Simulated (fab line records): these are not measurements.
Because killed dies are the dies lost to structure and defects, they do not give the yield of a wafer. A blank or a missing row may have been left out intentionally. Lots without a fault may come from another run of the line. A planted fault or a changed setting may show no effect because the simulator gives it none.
Lot-split experiment :: flow rit-cmos :: 27 wafers read from 5 lots, route of 202 steps

== THE SPLIT ITSELF ==
At RIT_ACTIVE_DEVELOP_10 (develop time 50 s), the setting develop-time-s was moved away from the recipe's 50 s on 6 of the 27 wafers read, by -29.2% to -15.4%. The other wafers ran this setting at the recipe's value.

== FROM THE SPLIT TO THE READING: what the file shows between them, 4 steps ==
- RIT_ACTIVE_CD_MEAS_11: target cd 1400 nm
- RIT_ACTIVE_HARDBAKE_12: time 60 s
- RIT_ACTIVE_ETCH_13: etches Si3N4 in SF6, stops on SiO2, time 210 s, target depth 210 nm
- RIT_ACTIVE_STRIP_14: strips in O2, time 180 s

== THE READING ==
cd-nm at RIT_ACTIVE_CD_MEAS_90, given in nm (cd target 1400 nm). A value of 1400.8 nm with a standard deviation of 1.7 nm is what fault-free wafers of this fab line usually give.

wafer: L074.1
tool, chamber at the split: litho-track-04, 0
develop-time-s as run, s: 50
against the recipe: recipe
cd-nm, nm: 1402.8
against lot-mates on the recipe: -

wafer: L074.2
tool, chamber at the split: litho-track-04, 0
develop-time-s as run, s: 50
against the recipe: recipe
cd-nm, nm: 1402.5
against lot-mates on the recipe: -

wafer: L074.3
tool, chamber at the split: litho-track-04, 0
develop-time-s as run, s: 50
against the recipe: recipe
cd-nm, nm: 1403.8
against lot-mates on the recipe: -

wafer: L074.4
tool, chamber at the split: litho-track-04, 0
develop-time-s as run, s: 50
against the recipe: recipe
cd-nm, nm: 1401.9
against lot-mates on the recipe: -

wafer: L074.5
tool, chamber at the split: litho-track-04, 0
develop-time-s as run, s: 50
against the recipe: recipe
cd-nm, nm: 1402.5
against lot-mates on the recipe: -

wafer: L074.6
tool, chamber at the split: litho-track-04, 0
develop-time-s as run, s: 50
against the recipe: recipe
cd-nm, nm: 1401.9
against lot-mates on the recipe: -

wafer: L079.1
tool, chamber at the split: litho-track-01, 0
develop-time-s as run, s: 50
against the recipe: recipe
cd-nm, nm: 1401.8
against lot-mates on the recipe: -

wafer: L079.2
tool, chamber at the split: litho-track-01, 0
develop-time-s as run, s: 50
against the recipe: recipe
cd-nm, nm: 1401.5
against lot-mates on the recipe: -

wafer: L079.3
tool, chamber at the split: litho-track-01, 0
develop-time-s as run, s: 50
against the recipe: recipe
cd-nm, nm: 1402.6
against lot-mates on the recipe: -

wafer: L079.4
tool, chamber at the split: litho-track-01, 0
develop-time-s as run, s: 50
against the recipe: recipe
cd-nm, nm: 1400.9
against lot-mates on the recipe: -

wafer: L079.5
tool, chamber at the split: litho-track-01, 0
develop-time-s as run, s: 50
against the recipe: recipe
cd-nm, nm: 1400.8
against lot-mates on the recipe: -

wafer: L079.6
tool, chamber at the split: litho-track-01, 0
develop-time-s as run, s: 50
against the recipe: recipe
cd-nm, nm: 1400.5
against lot-mates on the recipe: -

wafer: L081.2
tool, chamber at the split: litho-track-03, 0
develop-time-s as run, s: 50
against the recipe: recipe
cd-nm, nm: 1399.5
against lot-mates on the recipe: -

wafer: L081.3
tool, chamber at the split: litho-track-03, 0
develop-time-s as run, s: 50
against the recipe: recipe
cd-nm, nm: 1398.8
against lot-mates on the recipe: -

wafer: L081.4
tool, chamber at the split: litho-track-03, 0
develop-time-s as run, s: 50
against the recipe: recipe
cd-nm, nm: 1401.8
against lot-mates on the recipe: -

wafer: L082.1
tool, chamber at the split: litho-track-01, 0
develop-time-s as run, s: 42.32
against the recipe: -15.4%
cd-nm, nm: 1418.7
against lot-mates on the recipe: +16.3

wafer: L082.2
tool, chamber at the split: litho-track-01, 0
develop-time-s as run, s: 42.32
against the recipe: -15.4%
cd-nm, nm: 1418.0
against lot-mates on the recipe: +15.6

wafer: L082.3
tool, chamber at the split: litho-track-01, 0
develop-time-s as run, s: 42.32
against the recipe: -15.4%
cd-nm, nm: 1417.7
against lot-mates on the recipe: +15.3

wafer: L082.4
tool, chamber at the split: litho-track-01, 0
develop-time-s as run, s: 50
against the recipe: recipe
cd-nm, nm: 1402.5
against lot-mates on the recipe: -

wafer: L082.5
tool, chamber at the split: litho-track-01, 0
develop-time-s as run, s: 50
against the recipe: recipe
cd-nm, nm: 1401.3
against lot-mates on the recipe: -

wafer: L082.6
tool, chamber at the split: litho-track-01, 0
develop-time-s as run, s: 50
against the recipe: recipe
cd-nm, nm: 1403.3
against lot-mates on the recipe: -

wafer: L084.1
tool, chamber at the split: litho-track-01, 0
develop-time-s as run, s: 50
against the recipe: recipe
cd-nm, nm: 1398.4
against lot-mates on the recipe: -

wafer: L084.2
tool, chamber at the split: litho-track-01, 0
develop-time-s as run, s: 35.38
against the recipe: -29.2%
cd-nm, nm: 1435.4
against lot-mates on the recipe: +35.5

wafer: L084.3
tool, chamber at the split: litho-track-01, 0
develop-time-s as run, s: 35.38
against the recipe: -29.2%
cd-nm, nm: 1433.4
against lot-mates on the recipe: +33.5

wafer: L084.4
tool, chamber at the split: litho-track-01, 0
develop-time-s as run, s: 50
against the recipe: recipe
cd-nm, nm: 1400.3
against lot-mates on the recipe: -

wafer: L084.5
tool, chamber at the split: litho-track-01, 0
develop-time-s as run, s: 35.38
against the recipe: -29.2%
cd-nm, nm: 1432.9
against lot-mates on the recipe: +33.0

wafer: L084.6
tool, chamber at the split: litho-track-01, 0
develop-time-s as run, s: 50
against the recipe: recipe
cd-nm, nm: 1401.0
against lot-mates on the recipe: -

FIT RESULTS
A straight line over all 27 wafers: cd-nm changes by -1.11 nm for each +1% of develop-time-s; r = -0.99; the points scatter about the line by 1.3 nm.
The same after taking each lot's own level away (the mean of its wafers on the recipe; 27 wafers): -1.14 nm for each +1%; r = -1.00; scatter 1.1 nm.
According to that fit, moving develop-time-s by its largest amount changes the reading by 33 nm.
Across the lots, their own levels run from 1399.90 to 1402.57 nm, a range of 1.6 times the standard deviation given above.
The two slopes are in agreement: the lot-to-lot level therefore moves the slope only a little.
Check: for one of the wafers moved furthest among these (-29.2%), held out of the fit, the line's prediction against its lot-mates is +32.3 nm. It came out at +35.5 nm against them.

== THE WHOLE CHAIN: every reading that the file lists as answering this split, in the file's order ==
step: RIT_ACTIVE_CD_MEAS_11
what it does: target cd 1400 nm
reading: cd-nm
change (the file's fit): -1.14 nm for each +1% of the setting
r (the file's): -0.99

step: RIT_ACTIVE_ETCH_13
what it does: etches Si3N4 in SF6, stops on SiO2, time 210 s, target depth 210 nm
reading: ACTIVE.cd-nm (the simulator's own value, which no gauge read)
change (the file's fit): -1.13 nm for each +1% of the setting
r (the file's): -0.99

step: RIT_ACTIVE_CD_MEAS_90
what it does: target cd 1400 nm
reading: cd-nm
change (the file's fit): -1.13 nm for each +1% of the setting
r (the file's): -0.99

== FILE'S OWN FIT ==
cd-nm changes by -1.13 nm for each +1% of develop-time-s, r = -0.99.
